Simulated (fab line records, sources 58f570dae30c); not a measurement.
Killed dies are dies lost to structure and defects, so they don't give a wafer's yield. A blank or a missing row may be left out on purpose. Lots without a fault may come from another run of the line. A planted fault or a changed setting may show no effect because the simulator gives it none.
One fault seen from 2 desks | flow berkeley_cmos170 | each desk has only its own numbers; what lay behind them comes last

THE METROLOGY DESK
What the gauges read, lot by lot, whatever tool the lot ran on: means of the sampled wafers that have a number. A lot is out of limits, marked OUT, if its mean lies more than 4 standard deviations from the usual mean; the brackets give that distance.
Columns: A = cd_nm at UCB170_ACTIVE_CD_MEAS_90, usual 1200.5 nm; B = CONTACT_PSG_THK at UCB170_CONTACT_THK_MEAS_02, usual 705 nm; C = M2_AL_RS at UCB170_M2_RS_MEAS_02, usual 0.0322 ohm/sq
lot  | first seen here | A      | B   | C
L805 | day 4 16:43     | 1199.9 | 704 | 0.0326
L806 | day 4 16:57     | 1201.0 | 707 | 0.0324
L807 | day 5 00:00     | 1200.8 | 711 | 0.0318
L809 | day 5 00:13     | 1201.7 | 710 | 0.0322
L808 | day 5 00:20     | 1199.8 | 696 | 0.0320
L810 | day 5 07:41     | 1200.4 | 697 | 0.0324
L816 | day 6 20:32     | 1201.9 | 707 | 0.0326
L818 | day 6 20:36     | 1199.9 | 704 | 0.0319
L822 | day 7 16:38     | 1199.0 | 708 | 0.0321
L823 | day 7 21:53     | 1202.0 | 700 | 0.0320
L824 | day 8 04:11     | 1199.3 | 718 | 0.0317
L827 | day 9 02:36     | 1201.8 | 701 | 0.0320
L828 | day 9 02:42     | 1198.8 | 711 | 0.0320
This desk's finding: nothing out of limits on any of the 13 lots.

THE TOOL OWNER'S DESK: rie_diel-02
The tool's own readings at UCB170_M2_ETCH_17 (etches BARC in N2/H2): means of the sampled wafers that have a number, for each lot that ran on this tool. A lot is out of limits, marked OUT, if its mean lies more than 4 standard deviations from the usual mean; the brackets give that distance.
Columns: A = drypump_motor_current_A at UCB170_M2_ETCH_17, usual 5.9 A; B = h2_flow_sccm at UCB170_M2_ETCH_17, usual 200.0 sccm; C = oes_product_au at UCB170_M2_ETCH_17, usual 1.004 a.u.; D = throttle_valve_pct at UCB170_M2_ETCH_17, usual 13.26 %
lot  | first seen here | A   | B     | C     | D
L809 | day 8 08:40     | 5.9 | 200.0 | 1.010 | 12.95
L808 | day 8 09:16     | 5.7 | 200.5 | 1.015 | 13.10
L818 | day 10 14:02    | 5.8 | 200.0 | 0.995 | 13.22
L816 | day 10 18:00    | 6.1 | 199.8 | 0.977 | 13.20
This desk's finding: nothing out of limits on any of the 4 lots.

PUT TOGETHER
The metrology desk saw nothing out of limits.
The tool owner's desk saw nothing out of limits.

WHAT THE SIMULATOR HAD PUT IN
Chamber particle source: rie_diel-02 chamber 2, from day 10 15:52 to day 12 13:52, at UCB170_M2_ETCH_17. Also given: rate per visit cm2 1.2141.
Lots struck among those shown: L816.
